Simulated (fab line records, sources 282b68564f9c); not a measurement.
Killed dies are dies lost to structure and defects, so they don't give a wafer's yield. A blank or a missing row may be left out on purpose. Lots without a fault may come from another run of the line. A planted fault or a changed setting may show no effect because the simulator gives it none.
Problem report in the 8D (eight disciplines) form, filled by code | flow rit_cmos | the parts of the form that need people (team, actions taken, sign-off) are left out

1. THE PROBLEM
beam_energy_keV at RIT_NWELL_IMPLANT_08 reads a mean of 175.30 on 6 wafers of 2 lots; wafers without a fault read 170.00 with a standard deviation of 0.058. That is +91 standard deviations from the usual mean.
First seen on wafer L889.1, day 4 20:22, on implanter-02. The record holds 39 wafers of 13 lots with a number at this step. Rule for "out", or "out of limits": more than 4 standard deviations from the usual mean. The other wafers with a number count as sound.

2. WHAT IT IS AND WHAT IT IS NOT
question                    | is                     | is not
which readings at this step | beam_energy_keV        | -
which lots                  | L889, L891             | L875, L876, L877, L878, L879, L880, L881, L882, L885, L892, L893
which wafers of those lots  | all that have a number | -
read on which tools         | implanter-02           | implanter-01, implanter-03
when                        | from day 4 20:22       | up to then (27 sound wafers); but 6 sound wafers of L892, L893 came after

3. SUSPECTS, AND WHAT RULES EACH OUT
Counting: a tool at a process step up to the reading stays a suspect if it ran every lot that is out and no sound lot after the first of them.
- implanter-02 at RIT_NWELL_IMPLANT_08: kept. It ran every lot that is out, first L889 (day 4 20:22), and no sound lot after that; its last sound lot up to then is L885 (day 4 01:17). Its own readings are out on those wafers: beam_energy_keV.
Left after counting: implanter-02 at RIT_NWELL_IMPLANT_08.

4. THE CAUSE (what the simulator had put in)
Process parameter drift: implanter-02, from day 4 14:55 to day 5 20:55, at RIT_NWELL_IMPLANT_08. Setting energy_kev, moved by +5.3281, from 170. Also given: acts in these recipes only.
Counting left only this tool.

5. THE CHAIN OF EFFECTS, in route order
Each row: a reading whose mean over the struck wafers that have a number lies more than 3 standard deviations from the usual. Only readings for which the record gives a usual standard deviation are gone through. hours: the time from each lot's start at the first step in this table that gives one to its start at this step, as a median over the lots. sigmas: the change in usual standard deviations.
hours | step                 | reading         | usual  | on struck wafers | change | sigmas
0     | RIT_NWELL_IMPLANT_08 | beam_energy_keV | 170.00 | 175.30           | +5.30  | +91
The process steps in it:
- RIT_NWELL_IMPLANT_08

6. WHAT WOULD HAVE CAUGHT IT SOONER
In this record the first reading out of limits was taken at day 4 20:22, 5 hours after the fault began at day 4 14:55.
